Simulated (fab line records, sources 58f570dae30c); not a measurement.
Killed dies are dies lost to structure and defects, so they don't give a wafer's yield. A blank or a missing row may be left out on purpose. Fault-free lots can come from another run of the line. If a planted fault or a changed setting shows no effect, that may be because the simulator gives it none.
Shared-tool check | flow berkeley-cmos170 | Lots sampled 14, wafers sampled 48

WHY IT WAS OPENED
At UCB170_PWELL_THK_MEAS_03 the reading PWELL_OXIDE_THK is flagged on 2 of 14 lots. No-fault wafers: 26.3 nm, standard deviation 0.54.
Rule: a lot gets a flag if all its wafers with a number sit over 4 standard deviations from that mean, or if no wafer of it has a number. The other lots count as sound.

lot  | measured    | on            | PWELL_OXIDE_THK (nm), wafer by wafer | flag
L762 | day 2 13:47 | film-metro-03 | 25.5 26.0 25.9                       |
L763 | day 3 01:51 | film-metro-01 | 26.9 27.0 26.9                       |
L764 | day 3 11:32 | film-metro-01 | 25.8 25.8 26.0                       |
L765 | day 3 11:32 | film-metro-03 | 26.5 26.9 27.2                       |
L767 | day 4 02:58 | film-metro-03 | 33.3 33.1 33.0 33.3 33.1 33.1        | FLAGGED
L768 | day 4 02:58 | film-metro-02 | 33.6 34.1 33.4 33.6 34.0 33.4        | FLAGGED
L774 | day 5 16:34 | film-metro-03 | 25.9 26.4 26.1                       |
L775 | day 5 16:34 | film-metro-02 | 25.6 26.1 26.0                       |
L778 | day 6 02:49 | film-metro-01 | 25.7 25.7 25.5                       |
L776 | day 6 02:52 | film-metro-02 | 26.5 26.1 26.1                       |
L779 | day 6 16:07 | film-metro-03 | 25.7 25.5 25.9                       |
L780 | day 6 16:08 | film-metro-01 | 26.4 26.5 26.1                       |
L782 | day 7 03:27 | film-metro-03 | 26.1 26.1 26.1                       |
L783 | day 7 14:35 | film-metro-02 | 27.2 27.1 27.5                       |
The numbers of the flagged lots are 33.4 nm on average: +7.1 nm against the usual, or +13 standard deviations.

TOOL THAT RAN EACH LOT
The record keeps 1 process step preceding the reading, out of 331 steps on the route. Every cell lists first the tool, next ch and the chambers used by the sampled wafers, and last the start.
lot  | flag    | UCB170_PWELL_OXIDATION_02
L762 |         | furnace-01 ch 0, day 2 12:23
L763 |         | furnace-01 ch 0, day 3 00:29
L764 |         | furnace-04 ch 0, day 3 10:10
L765 |         | furnace-04 ch 0, day 3 10:10
L767 | FLAGGED | furnace-01 ch 0, day 4 01:37
L768 | FLAGGED | furnace-01 ch 0, day 4 01:37
L774 |         | furnace-04 ch 0, day 5 15:13
L775 |         | furnace-04 ch 0, day 5 15:13
L778 |         | furnace-04 ch 0, day 6 01:28
L776 |         | furnace-04 ch 0, day 6 01:28
L779 |         | furnace-04 ch 0, day 6 14:46
L780 |         | furnace-04 ch 0, day 6 14:46
L782 |         | furnace-02 ch 0, day 7 02:05
L783 |         | furnace-02 ch 0, day 7 13:13
These steps, and what they do:
- UCB170_PWELL_OXIDATION_02: target thk 26.4 nm, ox time 1260 s.
- UCB170_PWELL_THK_MEAS_03

FLAGGED AGAINST TOTAL, ONE TOOL AT A TIME (gauges that did the reading follow at the end)
step                      | tool          | lots run | flagged | share of the flagged lots | sound lots run after its first flagged lot
UCB170_PWELL_OXIDATION_02 | furnace-01    | 4        | 2       | all                       | 0
UCB170_PWELL_OXIDATION_02 | furnace-02    | 2        | 0       | none                      | -
UCB170_PWELL_OXIDATION_02 | furnace-04    | 8        | 0       | none                      | -
UCB170_PWELL_THK_MEAS_03  | film-metro-01 | 4        | 0       | none                      | -
UCB170_PWELL_THK_MEAS_03  | film-metro-02 | 4        | 1       | some                      | 3 (L775,L776,L783)
UCB170_PWELL_THK_MEAS_03  | film-metro-03 | 6        | 1       | some                      | 3 (L774,L779,L782)

WHAT THE TABLE ALLOWS
In the table, 1 row covers all flagged lots: furnace-01 at UCB170_PWELL_OXIDATION_02.
- furnace-01 at UCB170_PWELL_OXIDATION_02 ran 4 lots, 2 of them flagged. Its last sound lot is L763 (day 3 00:29), its first flagged lot L767 (day 4 01:37): a fault that began between those two fits.
furnace-01 at UCB170_PWELL_OXIDATION_02 is the single tool remaining.

WHAT THE SIMULATOR HAD PUT IN
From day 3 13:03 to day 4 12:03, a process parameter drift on furnace-01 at UCB170_PWELL_OXIDATION_02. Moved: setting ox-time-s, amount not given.
Struck lots among those shown: L767, L768. The rule given above showed the same thing.
